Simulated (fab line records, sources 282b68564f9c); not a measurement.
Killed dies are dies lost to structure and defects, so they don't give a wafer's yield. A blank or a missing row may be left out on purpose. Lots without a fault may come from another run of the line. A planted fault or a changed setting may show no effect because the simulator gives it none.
Which tool did it? | flow rit_cmos | 13 lots, 39 wafers sampled, at 4 steps of a route of 202

WHAT THE GAUGES READ, wafer by wafer
RIT_ACTIVE_BOW_MEAS_00. Usual: INCOMING_BOW -1 um, standard deviation 6.1.
lot  | measured    | on            | INCOMING_BOW (um) | flag
L540 | day 1 10:01 | film_metro-01 | 0 1 -4            |
L541 | day 1 15:00 | film_metro-01 | 5 -8 4            |
L542 | day 1 20:01 | film_metro-02 | -5 2 -12          |
L543 | day 2 01:01 | film_metro-03 | 0 2 -9            |
L544 | day 2 06:00 | film_metro-02 | -4 -10 1          |
L545 | day 2 11:01 | film_metro-03 | 3 3 1             |
L546 | day 2 16:00 | film_metro-03 | -9 -9 -8          |
L547 | day 2 21:00 | film_metro-01 | 3 8 -1            |
L548 | day 3 02:00 | film_metro-03 | 0 5 -11           |
L552 | day 3 22:01 | film_metro-02 | -8 -1 -6          |
L561 | day 5 19:01 | film_metro-01 | -13 -1 -9         |
L562 | day 6 00:01 | film_metro-02 | 6 3 -10           |
L563 | day 6 05:00 | film_metro-02 | 2 2 -6            |

RIT_ACTIVE_CD_MEAS_11: target cd 1400 nm. Usual: cd_nm 1400.1 nm, standard deviation 1.5.
lot  | measured    | on        | cd_nm (nm)           | flag
L540 | day 1 14:28 | cd_sem-01 | 1398.8 1398.7 1399.1 |
L541 | day 1 21:07 | cd_sem-01 | 1399.4 1399.3 1399.9 |
L542 | day 2 00:28 | cd_sem-01 | 1399.2 1397.6 1399.6 |
L543 | day 2 06:26 | cd_sem-01 | 1403.1 1400.1 1402.2 |
L544 | day 2 11:43 | cd_sem-01 | 1399.3 1400.3 1398.4 |
L545 | day 2 20:05 | cd_sem-02 | 1401.6 1400.4 1401.3 |
L546 | day 2 21:31 | cd_sem-02 | 1398.3 1397.3 1399.6 |
L547 | day 3 01:30 | cd_sem-02 | 1402.5 1400.4 1402.0 |
L548 | day 3 07:32 | cd_sem-02 | 1400.6 1399.9 1399.5 |
L552 | day 4 05:04 | cd_sem-02 | 1550.4 1548.4 1548.0 | OFF
L561 | day 6 00:13 | cd_sem-01 | 1400.0 1400.2 1399.9 |
L562 | day 6 06:38 | cd_sem-02 | 1400.4 1400.7 1399.4 |
L563 | day 6 10:55 | cd_sem-02 | 1401.8 1400.6 1400.7 |

RIT_PRETRO_TW_MEAS_10. Usual: PRETRO_TW 476, standard deviation 4.7.
lot  | measured    | on            | PRETRO_TW   | flag
L540 | day 2 10:40 | film_metro-03 | 469 466 467 |
L541 | day 2 18:03 | film_metro-04 | 482 480 480 |
L542 | day 2 19:18 | film_metro-03 | 473 470 470 |
L543 | day 3 04:40 | film_metro-04 | 480 480 481 |
L544 | day 3 09:20 | film_metro-04 | 480 479 483 |
L545 | day 3 15:03 | film_metro-02 | 477 480 480 |
L546 | day 3 15:17 | film_metro-03 | 471 472 472 |
L547 | day 3 20:58 | film_metro-04 | 482 483 482 |
L548 | day 4 02:25 | film_metro-02 | 477 479 478 |
L552 | day 4 22:28 | film_metro-02 | 478 479 480 |
L561 | day 6 18:38 | film_metro-03 | 474 471 472 |
L562 | day 7 00:41 | film_metro-03 | 469 470 469 |
L563 | day 7 05:04 | film_metro-03 | 470 471 470 |

WHICH TOOL RAN EACH LOT (tool, then ch and the chambers of the sampled wafers, then the start)
lot  | RIT_ACTIVE_EXPOSE_08
L540 | iline_stepper-02 ch 0, day 1 14:04
L541 | iline_stepper-01 ch 0, day 1 20:43
L542 | iline_stepper-01 ch 0, day 2 00:04
L543 | iline_stepper-01 ch 0, day 2 06:02
L544 | iline_stepper-02 ch 0, day 2 11:13
L545 | iline_stepper-02 ch 0, day 2 19:41
L546 | iline_stepper-02 ch 0, day 2 21:07
L547 | iline_stepper-02 ch 0, day 3 01:06
L548 | iline_stepper-01 ch 0, day 3 07:08
L552 | iline_stepper-02 ch 0, day 4 04:40
L561 | iline_stepper-02 ch 0, day 5 23:48
L562 | iline_stepper-02 ch 0, day 6 06:14
L563 | iline_stepper-02 ch 0, day 6 10:31
- RIT_ACTIVE_EXPOSE_08: exposes mask M1, target cd 1400 nm.

WHAT THE TOOLS THEMSELVES READ (means of the sampled wafers that have a number; where no wafer has one, the mark that the record gives instead)
RIT_ACTIVE_EXPOSE_08. Usual: exposure_dose_mJ_cm2 225.00, standard deviation 0.2; stage_vel_mm_s 499.99 mm/s, standard deviation 0.24.
lot  | tool             | exposure_dose_mJ_cm2 | stage_vel_mm_s (mm/s) | flag
L540 | iline_stepper-02 | 225.08               | 499.62                |
L541 | iline_stepper-01 | 225.09               | 499.96                |
L542 | iline_stepper-01 | 224.91               | 500.04                |
L543 | iline_stepper-01 | 224.99               | 499.95                |
L544 | iline_stepper-02 | 224.96               | 500.25                |
L545 | iline_stepper-02 | 225.43               | 500.05                |
L546 | iline_stepper-02 | 224.95               | 499.74                |
L547 | iline_stepper-02 | 225.27               | 499.86                |
L548 | iline_stepper-01 | 225.06               | 500.18                |
L552 | iline_stepper-02 | 225.00               | 500.13                |
L561 | iline_stepper-02 | 224.73               | 500.05                |
L562 | iline_stepper-02 | 224.84               | 499.76                |
L563 | iline_stepper-02 | 224.94               | 499.87                |

THE ANSWER, worked out from the rows above alone
Rule: a lot is off if the mean of its wafers that have a number lies more than 3 standard deviations from the usual mean. A lot without any number at a reading at which 4 lots or more have one is off too. The other lots that the step has rows for count as sound. The gauges are gone through in route order, then the tools' own readings, and for those a lot's mean is taken as printed above. The first step at which some lot is off is used, and at that step the reading that is off furthest; a lot without a number counts as furthest.
Off: L552, at RIT_ACTIVE_CD_MEAS_11 (cd_nm).
A tool fits if, at a process step before that reading, it ran every lot that is off, and no sound lot after the first of them. The gauges at RIT_ACTIVE_CD_MEAS_11 are tried like those tools. None of those tried fits.

WHAT THE SIMULATOR HAD PUT IN
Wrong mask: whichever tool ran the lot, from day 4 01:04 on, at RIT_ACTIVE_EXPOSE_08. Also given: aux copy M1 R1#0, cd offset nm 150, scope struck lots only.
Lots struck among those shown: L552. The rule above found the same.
